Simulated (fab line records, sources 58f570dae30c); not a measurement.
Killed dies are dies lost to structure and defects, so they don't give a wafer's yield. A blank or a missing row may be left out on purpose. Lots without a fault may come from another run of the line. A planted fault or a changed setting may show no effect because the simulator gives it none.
One fault seen from 2 desks | flow berkeley_cmos170 | each desk has only its own numbers; what lay behind them comes last

THE TOOL OWNER'S DESK: implanter-02
The tool's own readings at UCB170_NSD_IMPLANT_08: means of the sampled wafers that have a number, for each lot that ran on this tool. A lot is out of limits, marked OUT, if its mean lies more than 4 standard deviations from the usual mean; the brackets give that distance.
Columns: A = beam_energy_keV at UCB170_NSD_IMPLANT_08, usual 40.002; B = faraday_current_uA at UCB170_NSD_IMPLANT_08, usual 9264
lot  | first seen here | A                        | B
L466 | day 6 20:23     | 40.002                   | 9334
L469 | day 7 20:04     | 39.997                   | 9319
L476 | day 9 05:35     | 40.008                   | 9325
L477 | day 9 18:38     | 39.994                   | 9063
L479 | day 10 03:24    | 53.990 (+99 or more) OUT | 9147
L482 | day 10 11:17    | 54.010 (+99 or more) OUT | 9239
This desk's finding: out of limits on L479, L482; first on L479, day 10 03:24 (beam_energy_keV at UCB170_NSD_IMPLANT_08). In limits: L466, L469, L476, L477.

THE METROLOGY DESK
What the gauges read, lot by lot, whatever tool the lot ran on: means of the sampled wafers that have a number. A lot is out of limits, marked OUT, if its mean lies more than 4 standard deviations from the usual mean; the brackets give that distance.
Columns: A = NSD_TW at UCB170_NSD_TW_MEAS_10, usual 4159; B = NSD_RS at UCB170_SDANNEAL_RS_MEAS_03, usual 37.30 ohm/sq
lot  | first seen here | A               | B
L464 | day 6 04:47     | 4112            | 37.28
L466 | day 6 20:38     | 4162            | 37.33
L465 | day 6 20:53     | 4102            | 37.38
L469 | day 7 20:19     | 4184            | 37.36
L471 | day 8 10:26     | 4182            | 37.22
L472 | day 8 19:46     | 4194            | 37.18
L473 | day 9 05:06     | 4198            | 37.31
L474 | day 9 05:35     | 4174            | 37.21
L476 | day 9 05:49     | 4194            | 37.30
L475 | day 9 10:59     | 4182            | 37.22
L477 | day 9 18:52     | 4178            | 37.37
L478 | day 9 19:12     | 4177            | 37.22
L479 | day 10 03:38    | 4486 (+8.8) OUT | 34.19 (-33) OUT
L482 | day 10 11:32    | 4540 (+10) OUT  | 34.16 (-33) OUT
This desk's finding: out of limits on L479, L482; first on L479, day 10 03:38 (NSD_TW at UCB170_NSD_TW_MEAS_10). In limits: L464, L466, L465, L469, L471, L472, L473, L474, L476, L475, L477, L478.

PUT TOGETHER
The tool owner's desk could have raised an alarm at day 10 03:24, on L479, L482.
The metrology desk could have raised an alarm at day 10 03:38, on L479, L482.
Of the lots named, all ran UCB170_NSD_IMPLANT_08 on implanter-02.

WHAT THE SIMULATOR HAD PUT IN
Process parameter drift: implanter-02, from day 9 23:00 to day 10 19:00, at UCB170_NSD_IMPLANT_08. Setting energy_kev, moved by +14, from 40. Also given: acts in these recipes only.
Lots struck among those shown: L479, L482.
Hours from the fault's start to each desk's first reading out of limits: the tool owner's desk, 4; the metrology desk, 5.
